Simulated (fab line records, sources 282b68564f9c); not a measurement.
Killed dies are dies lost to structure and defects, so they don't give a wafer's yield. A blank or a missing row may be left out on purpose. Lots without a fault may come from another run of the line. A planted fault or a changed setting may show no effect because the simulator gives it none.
fab line records | flow rit_cmos
record lots=15 wafers=44 last_day=7
route steps=202 shown CONTACT@173
lots that met no fault: from a run of the same line without faults
start_h: hours from the record's first day to the start of the lot's first wafer shown | wait_h: hours since the lot's step before | " the same as in the row above | L1.1+2: a row that stands for several wafers | - no value, or no start given | * or withheld: withheld | < > ~ a bound
route shown NAME@n: a module of which the file shows steps, and the number in the route of the first | usual: mean/standard deviation of fault-free wafers | same: alike in all rows | chamber/n: place in a boat | sites: the reading at each site | _std_site: their standard deviation | _edge_site: outer sites' mean less inner sites' | radius_mm: how far each site lies from the wafer's centre | mask NAME#n: copy n | behind: the tool/chamber that last shaped the wafer | hold: why the lot was held/for how many hours/how that ended | device: the transistor (n, p or np) that didn't switch | end of line: the same wafers' tests at the end of the route | a step without rows: its recipe alone | killed: dies lost to structure and defects at the first sort, not the wafer's yield | map: a wafer's dies, x killed, . not, _ none there
set.NAME: the setting as run; set.NAME@STEP: as run at that earlier step | model.NAME: the simulator's own value behind a step, which no gauge read
steps of the route over a sample of lots; a table a step, a row a wafer
services: from which hour (start_h, from the record's first day; less than 0 if before it) a tool's chamber was out of use, for how many hours, and why
## steps
# step RIT_CONTACT_EXPOSE_05
# recipe mask_id=M11 na=0.6 source_shape=conventional sigma_outer=0.5 target_cd_nm=1000 dose_mj=250
# usual exposure_dose_mJ_cm2=249.90/0.29 focus_offset_nm=0.1/0.53
# columns lot.wafer tool chamber start_h wait_h mask exposure_dose_mJ_cm2 focus_offset_nm
L719.2 iline_stepper-01 0 63.46 0.1 M11#0 250.38 0.4
L719.5 " 0 " " M11#0 250.23 0.0
L719.6 " 0 " " M11#0 250.11 -0.1
L720.1 iline_stepper-02 0 67.86 0.2 M11#0 249.91 -0.3
L720.4 " 0 " " M11#0 249.80 -0.1
L720.5 " 0 " " M11#0 249.46 -0.5
L721.1 iline_stepper-01 0 75.78 0.2 M11#0 249.95 0.7
L721.3 " 0 " " M11#0 249.88 0.9
L721.6 " 0 " " M11#0 250.15 1.6
L723.1 iline_stepper-01 0 83.43 0.2 M11#0 249.98 0.7
L723.4 " 0 " " M11#0 249.71 0.4
L723.5 " 0 " " M11#0 249.82 0.9
L724.2 iline_stepper-02 0 86.12 0.2 M11#0 249.61 1.1
L724.4 " 0 " " M11#0 249.89 0.5
L724.6 " 0 " " M11#0 249.56 0.8
L726.3 iline_stepper-02 0 97.04 0.1 M11#0 250.31 0.5
L726.4 " 0 " " M11#0 250.20 0.2
L726.6 " 0 " " M11#0 249.76 0.4
L728.1 iline_stepper-02 0 103.92 0.2 M11#0 250.23 1.4
L728.2 " 0 " " M11#0 250.12 0.4
L728.3 " 0 " " M11#0 250.35 0.1
L730.1 iline_stepper-02 0 115.63 0.1 M11#0 249.39 -0.3
L730.4 " 0 " " M11#0 249.83 0.1
L730.5 " 0 " " M11#0 249.65 -0.2
L732.3 iline_stepper-02 0 122.05 0.3 M11#0 249.96 -0.2
L732.5 " 0 " " M11#0 249.96 -0.8
L732.6 " 0 " " M11#0 249.77 0.4
L733.3 iline_stepper-01 0 132.54 0.2 M11#0 249.66 -0.4
L733.4 " 0 " " M11#0 249.56 0.0
L733.6 " 0 " " M11#0 249.43 0.3
L736.1 iline_stepper-01 0 147.08 0.2 M11#0 249.88 -0.4
L736.2 " 0 " " M11#0 250.01 -0.3
L736.3 " 0 " " M11#0 249.56 -0.5
L737.3 iline_stepper-01 0 149.76 0.1 M11#0 249.62 -0.4
L737.5 " 0 " " M11#0 249.53 0.2
L737.6 " 0 " " M11#0 249.58 -0.7
L738.3 iline_stepper-01 0 157.21 0.1 M11#0 250.18 0.4
L738.5 " 0 " " M11#0 250.04 0.1
L739.1 iline_stepper-01 0 162.39 0.1 M11#0 249.57 -0.4
L739.4 " 0 " " M11#0 249.84 -0.8
L739.5 " 0 " " M11#0 250.08 -0.7
L741.1 iline_stepper-02 0 171.43 0.1 M11#0 249.99 -0.4
L741.4 " 0 " " M11#0 250.02 -0.6
L741.5 " 0 " " M11#0 250.45 -1.1
# step RIT_CONTACT_OVL_MEAS_09
# usual CONTACT_OVL=-0.7/1.5
# columns lot.wafer tool chamber start_h wait_h CONTACT_OVL[nm]
L719.2 overlay-01 - 64.08 0.1 -0.9
L719.5 " - " " -1.1
L719.6 " - " " -4.0
L720.1 overlay-02 - 68.50 0.1 -2.0
L720.4 " - " " 0.0
L720.5 " - " " -2.6
L721.1 overlay-02 - 76.42 0.1 -4.6
L721.3 " - " " -3.5
L721.6 " - " " -2.9
L723.1 overlay-02 - 84.07 0.1 -0.4
L723.4 " - " " -2.1
L723.5 " - " " -2.6
L724.2 overlay-02 - 86.88 0.1 -0.4
L724.4 " - " " 0.3
L724.6 " - " " 1.4
L726.3 overlay-01 - 97.65 0.1 0.0
L726.4 " - " " -2.7
L726.6 " - " " -1.6
L728.1 overlay-02 - 104.56 0.1 0.0
L728.2 " - " " -0.5
L728.3 " - " " -0.8
L730.1 overlay-02 - 116.27 0.1 -0.4
L730.4 " - " " 0.9
L730.5 " - " " -0.9
L732.3 overlay-01 - 122.68 0.1 0.9
L732.5 " - " " -0.8
L732.6 " - " " 1.5
L733.3 overlay-01 - 133.15 0.1 -1.7
L733.4 " - " " 0.0
L733.6 " - " " 0.4
L736.1 overlay-02 - 147.71 0.1 -2.0
L736.2 " - " " -4.1
L736.3 " - " " 0.3
L737.3 overlay-01 - 150.37 0.1 -149.5
L737.5 " - " " -149.8
L737.6 " - " " -150.5
L738.3 overlay-02 - 157.82 0.1 -151.1
L738.5 " - " " -150.7
L739.1 overlay-01 - 163.03 0.1 -149.8
L739.4 " - " " -148.6
L739.5 " - " " -148.5
L741.1 overlay-01 - 172.07 0.1 -0.4
L741.4 " - " " 0.8
L741.5 " - " " -0.3
## services
# columns tool chamber start_h hours kind
iline_stepper-02 - 52.71 1.7 pm
iline_stepper-02 0 55.42 - calibration
iline_stepper-01 - 96.02 1.7 pm
iline_stepper-01 0 105.76 - calibration
## key
first_sign step=RIT_CONTACT_OVL_MEAS_09 reading=CONTACT_OVL direction=down sigmas=99+ usual=-0.7 struck=-149.8
effect none on later readings
met_at RIT_CONTACT_EXPOSE_05
struck_lots L737,L738,L739
rows_end L737.6,L739.4
tester_left_out L737,L738,L739
onset_between 147.08 149.76
fault kind=scanner_matching_overlay tool=iline_stepper-01 chamber=- onset_h=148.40 steps=RIT_CONTACT_EXPOSE_05 offset=-150
# tester_left_out: of these lots the tester's yield and bins aren't shown, on N5 and GAA mostly nor the transistor test; their killed dies are dies lost to structure and defects alone, not to doping, threshold or leakage, so they don't give the yield
# rows_end: these wafers met a further fault down the route, and their rows from its step on are left out
